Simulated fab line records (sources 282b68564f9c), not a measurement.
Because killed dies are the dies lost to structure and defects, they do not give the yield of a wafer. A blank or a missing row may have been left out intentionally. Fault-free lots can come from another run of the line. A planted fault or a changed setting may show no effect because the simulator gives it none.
fab line records	flow rit_cmos
record lots=14	wafers=42	last_day=7
route steps=202 shown ACTIVE@16 NLDD@160 SILICIDE@163 M1@196
lots untouched by any fault: they come from a run of this same line in which no faults occurred
start_h: hours from the record's first day to the start of the lot's first wafer shown	wait_h: hours elapsed since this lot's preceding step	" the same as in the row above	L1.1+2: a single row standing in for several wafers	- value missing, or start not given	* or withheld: withheld	< > ~ a bound
route shown NAME@n: names a module that has steps shown in the file, with the first one's number in the route	usual: average and standard deviation across the fault-free wafers	same: alike in all rows	chamber/n: place in a boat	sites: each site's reading	_std_site: how widely they spread, as a standard deviation	_edge_site: the outer-site mean with the inner-site mean subtracted	radius_mm: for every site, how far away it sits from the centre of the wafer	mask NAME#n: copy n	behind: tool/chamber where the wafer was last shaped	hold: what put the lot on hold/how long, in hours/how the hold closed	device: which transistor (n, p or np) failed to switch	end of line: the same wafers' tests at the end of the route	a step with no rows: only its recipe	killed: count of dies lost to structure and defects at first sort (not the wafer's yield)	map: the dies of a wafer, with x for killed, . for not killed, _ for no die there
set.NAME: setting as actually run; set.NAME@STEP: the setting as run at that earlier step	model.NAME: the simulator's own value behind a step, which no gauge read
the route's steps for a sample of lots (tables are steps, rows are wafers)
services: the hour from which a tool's chamber was out of use, counted from the record's first day as start_h (under 0 if before that day), plus the number of hours and why
## steps
# step RIT_ACTIVE_CD_MEAS_90
# recipe target_cd_nm=1400
# usual cd_nm=1400.2/2.4
lot.wafer	tool	chamber	start_h	wait_h	cd_nm
L526.3	cd_sem-01	-	15.18	0.1	1398.8
L526.4	"	-	"	"	1397.9
L526.5	"	-	"	"	1400.0
L528.3	cd_sem-02	-	25.06	0.1	1404.8
L528.5	"	-	"	"	1405.5
L528.6	"	-	"	"	1404.9
L530.1	cd_sem-02	-	35.14	0.1	1403.6
L530.2	"	-	"	"	1400.2
L530.6	"	-	"	"	1401.9
L531.1	cd_sem-02	-	40.02	0.1	1399.0
L531.3	"	-	"	"	1401.9
L531.6	"	-	"	"	1401.6
L534.3	cd_sem-02	-	55.92	0.1	1401.4
L534.4	"	-	"	"	1400.9
L534.6	"	-	"	"	1401.9
L536.1	cd_sem-01	-	65.14	0.1	1399.9
L536.4	"	-	"	"	1399.7
L536.6	"	-	"	"	1400.0
L537.2	cd_sem-02	-	70.46	0.1	1402.7
L537.5	"	-	"	"	1398.6
L537.6	"	-	"	"	1401.3
L540.3	cd_sem-02	-	85.18	0.1	1399.4
L540.4	"	-	"	"	1400.4
L540.5	"	-	"	"	1400.6
L541.1	cd_sem-02	-	90.02	0.1	1395.2
L541.2	"	-	"	"	1397.0
L541.3	"	-	"	"	1396.7
L542.2	cd_sem-01	-	95.04	0.1	1398.7
L542.3	"	-	"	"	1402.8
L542.4	"	-	"	"	1398.5
L543.1	cd_sem-02	-	100.25	0.1	1403.5
L543.3	"	-	"	"	1403.0
L543.5	"	-	"	"	1403.3
L546.1	cd_sem-02	-	115.02	0.1	1399.8
L546.3	"	-	"	"	1398.3
L546.5	"	-	"	"	1399.6
L547.4	cd_sem-01	-	120.46	0.1	1400.8
L547.5	"	-	"	"	1399.7
L547.6	"	-	"	"	1401.0
L549.2	cd_sem-02	-	130.63	0.1	1400.9
L549.4	"	-	"	"	1399.8
L549.5	"	-	"	"	1399.3
# step RIT_SDANNEAL_RS_MEAS_07
# recipe thk_meas_gauge=four-point-probe
# usual NLDD_RS=151.5/0.48
lot.wafer	tool	chamber	start_h	wait_h	NLDD_RS[ohm/sq]
L526.3	film_metro-03	-	50.68	0.1	151.1
L526.4	"	-	"	"	151.6
L526.5	"	-	"	"	151.7
L528.3	film_metro-01	-	64.07	0.1	151.6
L528.5	"	-	"	"	151.6
L528.6	"	-	"	"	152.2
L530.1	film_metro-03	-	70.63	0.1	151.8
L530.2	"	-	"	"	151.7
L530.6	"	-	"	"	151.5
L531.1	film_metro-02	-	75.89	0.1	151.3
L531.3	"	-	"	"	151.4
L531.6	"	-	"	"	151.5
L534.3	film_metro-02	-	90.70	0.1	151.2
L534.4	"	-	"	"	150.9
L534.6	"	-	"	"	152.1
L536.1	film_metro-03	-	102.34	0.1	150.8
L536.4	"	-	"	"	150.8
L536.6	"	-	"	"	150.8
L537.2	film_metro-03	-	105.77	0.1	151.3
L537.5	"	-	"	"	151.1
L537.6	"	-	"	"	150.9
L540.3	film_metro-01	-	119.05	0.1	153.0
L540.4	"	-	"	"	152.2
L540.5	"	-	"	"	152.0
L541.1	film_metro-01	-	126.82	0.1	151.1
L541.2	"	-	"	"	151.0
L541.3	"	-	"	"	150.9
L542.2	film_metro-01	-	134.18	0.1	152.1
L542.3	"	-	"	"	152.1
L542.4	"	-	"	"	151.8
L543.1	film_metro-01	-	135.49	0.1	152.2
L543.3	"	-	"	"	151.4
L543.5	"	-	"	"	151.8
L546.1	film_metro-03	-	152.41	0.1	151.0
L546.3	"	-	"	"	150.8
L546.5	"	-	"	"	150.7
L547.4	film_metro-02	-	154.93	0.1	150.4
L547.5	"	-	"	"	151.0
L547.6	"	-	"	"	150.8
L549.2	film_metro-02	-	164.38	0.1	151.3
L549.4	"	-	"	"	151.4
L549.5	"	-	"	"	151.6
# step RIT_SILICIDE_RS_MEAS_02
# recipe thk_meas_gauge=four-point-probe	reads=Ti_of_SILICIDE_SPUTTER_01
# usual SILICIDE_TI_RS=47.8/0.67
lot.wafer	tool	chamber	start_h	wait_h	SILICIDE_TI_RS[ohm/sq]
L526.3	film_metro-04	-	50.97	0.1	46.1
L526.4	"	-	"	"	47.0
L526.5	"	-	"	"	47.1
L528.3	film_metro-04	-	64.36	0.1	48.0
L528.5	"	-	"	"	47.9
L528.6	"	-	"	"	47.9
L530.1	film_metro-04	-	70.91	0.1	48.3
L530.2	"	-	"	"	47.8
L530.6	"	-	"	"	48.7
L531.1	film_metro-03	-	76.17	0.1	47.9
L531.3	"	-	"	"	47.8
L531.6	"	-	"	"	46.7
L534.3	film_metro-04	-	90.99	0.1	48.9
L534.4	"	-	"	"	47.7
L534.6	"	-	"	"	47.8
L536.1	film_metro-01	-	102.62	0.1	47.7
L536.4	"	-	"	"	47.7
L536.6	"	-	"	"	47.8
L537.2	film_metro-01	-	106.06	0.1	48.2
L537.5	"	-	"	"	47.8
L537.6	"	-	"	"	48.1
L540.3	film_metro-01	-	119.33	0.1	48.4
L540.4	"	-	"	"	48.7
L540.5	"	-	"	"	48.4
L541.1	film_metro-03	-	127.10	0.1	48.6
L541.2	"	-	"	"	47.1
L541.3	"	-	"	"	48.9
L542.2	film_metro-04	-	134.46	0.1	47.8
L542.3	"	-	"	"	47.5
L542.4	"	-	"	"	47.3
L543.1	film_metro-04	-	135.77	0.1	48.1
L543.3	"	-	"	"	47.3
L543.5	"	-	"	"	47.2
L546.1	film_metro-04	-	152.70	0.1	47.5
L546.3	"	-	"	"	48.1
L546.5	"	-	"	"	48.3
L547.4	film_metro-04	-	155.21	0.1	47.6
L547.5	"	-	"	"	48.4
L547.6	"	-	"	"	46.9
L549.2	film_metro-04	-	164.67	0.1	47.2
L549.4	"	-	"	"	47.7
L549.5	"	-	"	"	47.7
# step RIT_M1_METAL_ETCH_12
# recipe stop_on=SiO2	chemistry=Cl2/BCl3	target=Al	time_s=165	over_etch_frac=0.5	pressure_mtorr=100	target_depth_a=6000	rf_w=250	Cl2_flow_sccm=60	bcl3_flow_sccm=50
# usual drypump_motor_current_A=5.97/0.21	oes_product_au=0.776/0.013	rf_fwd_power_W=249.2/0.74	run_length_s=193.45/0.27	throttle_valve_pct=8.26/0.088
lot.wafer	tool	chamber	start_h	wait_h	drypump_motor_current_A	oes_product_au	rf_fwd_power_W	rf_hours_counter_h	run_length_s	throttle_valve_pct
L526.3	rie_metal-03	0	55.45	0.2	5.87	0.782	249.3	-	193.39	8.08
L526.4	"	1	"	"	6.05	0.798	249.4	-	193.65	8.27
L526.5	"	1	"	"	5.98	0.793	248.6	-	193.34	8.26
L528.3	rie_metal-01	1	68.71	0.2	5.56	0.766	249.0	-	193.68	8.37
L528.5	"	1	"	"	5.56	0.780	248.6	-	193.94	8.37
L528.6	"	0	"	"	6.04	0.778	250.7	-	193.43	8.26
L530.1	rie_metal-03	0	75.41	0.2	5.85	0.805	248.5	3	193.52	8.09
L530.2	"	1	"	"	6.05	0.792	249.8	2	193.68	8.25
L530.6	"	1	"	"	6.05	0.803	249.3	-	193.39	8.27
L531.1	rie_metal-01	1	80.65	0.2	5.53	0.774	249.1	4	193.61	8.38
L531.3	"	1	"	"	5.55	0.771	250.1	-	193.82	8.37
L531.6	"	1	"	"	5.52	0.779	248.3	-	194.03	8.38
L534.3	rie_metal-01	1	95.79	0.2	5.57	0.773	250.5	-	193.47	8.37
L534.4	"	0	"	"	6.01	0.763	248.8	-	193.10	8.27
L534.6	"	0	"	"	6.04	0.754	248.1	-	193.29	8.26
L536.1	rie_metal-03	0	107.27	0.2	5.86	0.784	249.1	3	193.41	8.09
L536.4	"	1	"	"	6.06	0.783	249.2	-	193.31	8.27
L536.6	"	1	"	"	6.11	0.785	248.5	-	193.76	8.25
L537.2	rie_metal-01	0	110.60	0.2	6.01	0.765	249.5	5	193.61	8.24
L537.5	"	0	"	"	6.04	0.761	249.3	-	192.97	8.27
L537.6	"	1	"	"	5.58	0.769	247.3	-	193.49	8.37
L540.3	rie_metal-01	0	123.93	0.2	6.05	0.703	249.7	-	214.84	8.28
L540.4	"	1	"	"	5.55	0.768	249.5	-	193.50	8.38
L540.5	"	1	"	"	5.56	0.774	248.9	-	193.60	8.38
L541.1	rie_metal-02	1	131.66	0.2	6.12	0.775	248.5	36	193.45	8.32
L541.2	"	0	"	"	6.21	0.776	250.3	38	193.17	8.25
L541.3	"	0	"	"	6.20	0.771	250.3	-	193.30	8.25
L542.2	rie_metal-03	0	138.91	0.2	5.88	0.787	249.8	3	193.65	8.08
L542.3	"	1	"	"	6.08	0.788	249.4	-	193.83	8.25
L542.4	"	0	"	"	5.89	0.778	248.0	-	193.23	8.09
L543.1	rie_metal-01	1	140.26	0.2	5.55	0.778	249.4	5	193.79	8.37
L543.3	"	1	"	"	5.56	0.775	249.1	-	193.57	8.37
L543.5	"	0	"	"	6.04	0.717	249.4	-	214.93	8.27
L546.1	rie_metal-02	0	157.44	0.2	6.19	0.793	248.0	0	193.39	8.24
L546.3	"	0	"	"	6.18	0.776	249.1	-	193.39	8.25
L546.5	"	1	"	"	6.14	0.785	248.5	-	193.19	8.31
L547.4	rie_metal-03	1	159.96	0.1	6.07	0.785	249.5	-	193.59	8.26
L547.5	"	0	"	"	5.88	0.781	249.4	-	193.40	8.08
L547.6	"	1	"	"	6.04	0.782	249.4	-	193.41	8.26
L549.2	rie_metal-02	0	169.14	0.2	6.19	0.780	249.7	0	193.31	8.24
L549.4	"	0	"	"	6.19	0.795	249.1	-	193.30	8.25
L549.5	"	0	"	"	6.20	0.784	250.3	-	193.07	8.25
# step RIT_M1_PROBE_99
# usual defect_limited_yield=97.5/1.1	killed_at_contacts=0.1/0.28	killed_at_front_end=6.5/3	killed_dies=7/3	killed_open=3.2/2	killed_short=3.2/1.9	sort_bin_3_pad_short=0.1/0.2	sort_bin_5_function=1.4/0.81	sort_bin_6_memory=1.0/0.67	sort_n_pass=257/3	sort_yield_pct=97.5/1.1
# same gross_dies=264	killed_at_M0_to_M3=0	killed_at_M4_up=0	killed_at_back_side=0	killed_at_other=0
lot.wafer	tool	chamber	start_h	wait_h	defect_limited_yield[%]	killed_at_contacts	killed_at_front_end	killed_dies	killed_open	killed_short	sort_bin_3_pad_short[%]	sort_bin_5_function[%]	sort_bin_6_memory[%]	sort_n_pass	sort_yield_pct[%]
L526.3	prober-01	-	58.92	0.2	95.8	0	11	11	5	6	0.8	3.0	0.4	253	95.8
L526.4	prober-01	-	58.97	0.2	97.3	0	7	7	4	3	0	0.8	1.9	257	97.3
L526.5	prober-01	-	59.02	0.2	96.6	0	9	9	3	6	0.4	1.5	1.5	255	96.6
L528.3	prober-01	-	71.47	0.2	96.6	0	9	9	2	7	0	2.7	0.8	255	96.6
L528.5	prober-01	-	71.57	0.2	97.7	0	6	6	2	4	0	1.1	1.1	258	97.7
L528.6	prober-01	-	71.62	0.2	97.7	0	6	6	2	4	0	1.1	1.1	258	97.7
L530.1	prober-01	-	77.66	0.1	98.1	0	5	5	4	1	0	1.1	0.8	259	98.1
L530.2	prober-01	-	77.71	0.1	96.2	0	10	10	7	3	0	1.9	1.9	254	96.2
L530.6	prober-01	-	77.91	0.2	95.8	1	10	11	4	7	0	2.7	1.5	253	95.8
L531.1	prober-02	-	82.91	0.1	97.3	0	7	7	3	4	0	2.3	0.4	257	97.3
L531.3	prober-02	-	83.01	0.2	98.1	0	5	5	2	3	0	1.5	0.4	259	98.1
L531.6	prober-02	-	83.16	0.2	98.9	0	3	3	2	1	0.4	0.8	0	261	98.9
L534.3	prober-01	-	98.77	0.2	99.2	0	2	2	1	1	0	0.8	0	262	99.2
L534.4	prober-01	-	98.82	0.2	99.2	0	2	2	0	2	0	0	0.8	262	99.2
L534.6	prober-01	-	98.92	0.2	98.9	0	3	3	3	0	0	1.1	0	261	98.9
L536.1	prober-01	-	109.99	0.1	96.2	0	10	10	4	6	0.4	1.5	1.9	254	96.2
L536.4	prober-01	-	110.14	0.2	98.1	0	5	5	0	5	0	1.5	0.4	259	98.1
L536.6	prober-01	-	110.24	0.2	97.3	0	7	7	4	3	0	1.9	0.8	257	97.3
L537.2	prober-02	-	112.90	0.1	99.2	0	2	2	2	0	0	0.4	0.4	262	99.2
L537.5	prober-02	-	113.05	0.2	97.0	0	8	8	5	3	0	2.3	0.8	256	97.0
L537.6	prober-02	-	113.10	0.2	99.2	0	2	2	1	1	0	0.8	0	262	99.2
L540.3	prober-01	-	126.23	0.2	98.1	0	5	5	3	2	0	1.1	0.8	259	98.1
L540.4	prober-01	-	126.28	0.2	95.8	0	11	11	3	8	0	3.4	0.8	253	95.8
L540.5	prober-01	-	126.33	0.2	97.3	1	6	7	3	4	0	2.3	0.4	257	97.3
L541.1	prober-02	-	133.92	0.1	98.1	0	5	5	1	2	0	0.8	1.1	259	98.1
L541.2	prober-02	-	133.97	0.1	99.2	0	2	2	2	0	0	0.4	0.4	262	99.2
L541.3	prober-02	-	134.02	0.2	96.6	0	9	9	6	2	0	2.7	0.8	255	96.6
L542.2	prober-01	-	141.23	0.1	97.3	0	7	7	4	3	0	1.1	1.5	257	97.3
L542.3	prober-01	-	141.28	0.2	95.8	0	11	11	6	5	0	1.5	2.7	253	95.8
L542.4	prober-01	-	141.33	0.2	97.3	0	7	7	3	4	0.4	0.8	1.5	257	97.3
L543.1	prober-02	-	142.68	0.1	97.7	1	5	6	3	3	0	0.4	1.9	258	97.7
L543.3	prober-02	-	142.78	0.2	96.2	0	10	10	7	3	0	2.7	1.1	254	96.2
L543.5	prober-02	-	142.88	0.2	98.9	0	3	3	2	1	0	0	1.1	261	98.9
L546.1	prober-01	-	160.06	0.1	95.8	0	11	11	7	4	0	1.9	2.3	253	95.8
L546.3	prober-01	-	160.16	0.2	97.0	0	8	8	2	6	0	2.3	0.8	256	97.0
L546.5	prober-01	-	160.26	0.2	96.6	0	9	9	7	2	0	1.5	1.9	255	96.6
L547.4	prober-02	-	162.78	0.2	97.7	0	6	6	2	4	0	1.9	0.4	258	97.7
L547.5	prober-02	-	162.83	0.2	97.3	0	7	7	2	5	0	1.5	1.1	257	97.3
L547.6	prober-02	-	162.88	0.2	98.1	0	5	5	3	2	0	1.5	0.4	259	98.1
L549.2	prober-02	-	171.46	0.1	98.5	0	4	4	2	2	0	0.4	1.1	260	98.5
L549.4	prober-02	-	171.56	0.2	97.0	0	8	8	4	4	0	1.1	1.9	256	97.0
L549.5	prober-02	-	171.61	0.2	98.5	0	4	4	1	3	0.4	1.1	0	260	98.5
# killed by level:class
L526.3 GATE:geometric_particle:open=5 GATE:geometric_particle:short=3 REOX:geometric_particle:short=1 SPACER:geometric_particle:short=1 SILICIDE:geometric_particle:short=1
L526.4 REOX:geometric_particle:open=2 FOX2:geometric_particle:open=1 GATE:geometric_particle:open=1 GATE:geometric_particle:short=1 SPACER:geometric_particle:short=1 SILICIDE:geometric_particle:short=1
L526.5 GATE:geometric_particle:short=6 GATE:geometric_particle:open=2 FOX1:geometric_particle:open=1
L528.3 REOX:geometric_particle:short=4 GATE:geometric_particle:short=2 SPACER:geometric_particle:open=1 GATE:geometric_particle:open=1 SPACER:geometric_particle:short=1
L528.5 FOX1:geometric_particle:short=1 FOX2:geometric_particle:short=1 GATE:geometric_particle:short=1 GATE:geometric_particle:open=1 REOX:geometric_particle:open=1 SPACER:geometric_particle:short=1
L528.6 REOX:geometric_particle:short=2 FOX2:geometric_particle:short=1 GATE:geometric_particle:short=1 GATE:geometric_particle:open=1 REOX:geometric_particle:open=1
L530.1 SILICIDE:geometric_particle:open=2 FOX1:geometric_particle:open=1 GATE:geometric_particle:open=1 GATE:geometric_particle:short=1
L530.2 GATE:geometric_particle:open=3 FOX1:geometric_particle:open=2 GATE:geometric_particle:short=2 REOX:geometric_particle:open=1 REOX:geometric_particle:short=1 SILICIDE:geometric_particle:open=1
L530.6 GATE:geometric_particle:short=5 GATE:geometric_particle:open=2 FOX2:geometric_particle:open=1 REOX:geometric_particle:short=1 REOX:geometric_particle:open=1 CONTACT:geometric_particle:short=1
L531.1 GATE:geometric_particle:short=2 FOX1:geometric_particle:open=1 REOX:geometric_particle:short=1 REOX:geometric_particle:open=1 SPACER:geometric_particle:open=1 SPACER:geometric_particle:short=1
L531.3 GATE:geometric_particle:short=2 FOX2:geometric_particle:open=1 GATE:geometric_particle:open=1 SILICIDE:geometric_particle:short=1
L531.6 GATE:geometric_particle:open=1 GATE:geometric_particle:short=1 SILICIDE:geometric_particle:open=1
L534.3 GATE:geometric_particle:open=1 SILICIDE:geometric_particle:short=1
L534.4 REOX:geometric_particle:short=1 SILICIDE:geometric_particle:short=1
L534.6 FOX1:geometric_particle:open=1 FOX2:geometric_particle:open=1 SPACER:geometric_particle:open=1
L536.1 FOX1:geometric_particle:open=3 REOX:geometric_particle:short=2 SPACER:geometric_particle:short=2 FOX1:geometric_particle:short=1 SILICIDE:geometric_particle:open=1 SILICIDE:geometric_particle:short=1
L536.4 GATE:geometric_particle:short=2 SILICIDE:geometric_particle:short=2 REOX:geometric_particle:short=1
L536.6 GATE:geometric_particle:short=3 SILICIDE:geometric_particle:open=2 FOX2:geometric_particle:open=1 GATE:geometric_particle:open=1
L537.2 FOX2:geometric_particle:open=1 REOX:geometric_particle:open=1
L537.5 GATE:geometric_particle:open=3 GATE:geometric_particle:short=2 FOX1:geometric_particle:open=1 SPACER:geometric_particle:open=1 SILICIDE:geometric_particle:short=1
L537.6 SPACER:geometric_particle:short=1 SILICIDE:geometric_particle:open=1
L540.3 FOX2:geometric_particle:open=1 GATE:geometric_particle:open=1 GATE:geometric_particle:short=1 REOX:geometric_particle:short=1 SPACER:geometric_particle:open=1
L540.4 REOX:geometric_particle:short=4 GATE:geometric_particle:short=2 FOX1:geometric_particle:short=1 FOX1:geometric_particle:open=1 GATE:geometric_particle:open=1 REOX:geometric_particle:open=1 SPACER:geometric_particle:short=1
L540.5 FOX2:geometric_particle:open=1 GATE:geometric_particle:short=1 REOX:geometric_particle:open=1 SPACER:geometric_particle:short=1 SILICIDE:geometric_particle:open=1 SILICIDE:geometric_particle:short=1 CONTACT:geometric_particle:short=1
L541.1 NSD:coat_microbubble_printed=2 GATE:geometric_particle:short=1 GATE:geometric_particle:open=1 SILICIDE:geometric_particle:short=1
L541.2 GATE:geometric_particle:open=2
L541.3 GATE:geometric_particle:open=4 SILICIDE:geometric_particle:open=2 GATE:geometric_particle:short=1 SPACER:geometric_particle:short=1 NSD:coat_microbubble_printed=1
L542.2 FOX1:geometric_particle:open=3 GATE:geometric_particle:short=2 FOX1:geometric_particle:short=1 REOX:geometric_particle:open=1
L542.3 SILICIDE:geometric_particle:open=3 REOX:geometric_particle:short=2 REOX:geometric_particle:open=2 FOX1:geometric_particle:short=1 SPACER:geometric_particle:open=1 SPACER:geometric_particle:short=1 SILICIDE:geometric_particle:short=1
L542.4 GATE:geometric_particle:short=3 GATE:geometric_particle:open=2 REOX:geometric_particle:open=1 SILICIDE:geometric_particle:short=1
L543.1 FOX1:geometric_particle:open=2 REOX:geometric_particle:short=2 SILICIDE:geometric_particle:open=1 CONTACT:geometric_particle:short=1
L543.3 FOX1:geometric_particle:open=2 SPACER:geometric_particle:open=2 SILICIDE:geometric_particle:open=2 FOX1:geometric_particle:short=1 GATE:geometric_particle:short=1 REOX:geometric_particle:open=1 SILICIDE:geometric_particle:short=1
L543.5 FOX1:geometric_particle:open=1 SPACER:geometric_particle:short=1 SILICIDE:geometric_particle:open=1
L546.1 GATE:geometric_particle:open=5 SILICIDE:geometric_particle:open=2 FOX1:geometric_particle:short=1 FOX2:geometric_particle:short=1 GATE:geometric_particle:short=1 SPACER:geometric_particle:short=1
L546.3 GATE:geometric_particle:short=2 FOX1:geometric_particle:open=1 FOX1:geometric_particle:short=1 FOX2:geometric_particle:open=1 REOX:geometric_particle:short=1 SPACER:geometric_particle:short=1 SILICIDE:geometric_particle:short=1
L546.5 GATE:geometric_particle:open=4 SILICIDE:geometric_particle:open=2 FOX1:geometric_particle:short=1 REOX:geometric_particle:open=1 SILICIDE:geometric_particle:short=1
L547.4 SPACER:geometric_particle:short=2 FOX2:geometric_particle:open=1 GATE:geometric_particle:short=1 GATE:geometric_particle:open=1 REOX:geometric_particle:short=1
L547.5 GATE:geometric_particle:short=2 FOX1:geometric_particle:short=1 GATE:geometric_particle:open=1 REOX:geometric_particle:short=1 REOX:geometric_particle:open=1 SPACER:geometric_particle:short=1
L547.6 GATE:geometric_particle:open=3 GATE:geometric_particle:short=1 REOX:geometric_particle:short=1
L549.2 GATE:geometric_particle:short=2 GATE:geometric_particle:open=1 SILICIDE:geometric_particle:open=1
L549.4 GATE:geometric_particle:open=2 FOX1:geometric_particle:open=1 FOX1:geometric_particle:short=1 GATE:geometric_particle:short=1 REOX:geometric_particle:short=1 SPACER:geometric_particle:open=1 SPACER:geometric_particle:short=1
L549.5 FOX1:geometric_particle:short=1 SILICIDE:geometric_particle:short=1 FOX1:geometric_particle:open=1 SPACER:geometric_particle:short=1
## services
tool	chamber	start_h	hours	kind
rie_metal-02	-	53.90	2.8	pm
rie_metal-03	-	71.56	2.8	pm
rie_metal-01	-	76.26	2.8	pm
rie_metal-02	-	91.53	0.3	repair
rie_metal-01	1	101.72	7.3	repair
rie_metal-01	1	115.87	1.9	repair
rie_metal-02	-	136.12	20.0	pm
rie_metal-02	0	136.12	20.0	vent_cycle
rie_metal-02	1	136.12	20.0	vent_cycle
rie_metal-02	1	140.24	13.1	repair
rie_metal-02	0	156.12	-	clean
rie_metal-02	1	156.12	-	clean
rie_metal-03	-	163.39	2.4	repair
## key
first_sign step=RIT_M1_METAL_ETCH_12	reading=run_length_s	direction=up	sigmas=79	usual=*	struck=*
effect step=RIT_M1_METAL_ETCH_12	reading=oes_product_au	direction=down	sigmas=5.2	usual=0.776	struck=0.710
met_at RIT_M1_METAL_ETCH_12
struck_lots L540,L543
struck_wafers L540.3,L543.5
not_acting_at RIT_ACTIVE_CD_MEAS_90,RIT_SDANNEAL_RS_MEAS_07,RIT_SILICIDE_RS_MEAS_02
onset_between 110.60 123.93
fault kind=process_parameter_drift	tool=rie_metal-01	chamber=0	onset_h=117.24	steps=RIT_M1_METAL_ETCH_12	channel=time_s	offset=*	shape=step	end_h=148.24	stated=*
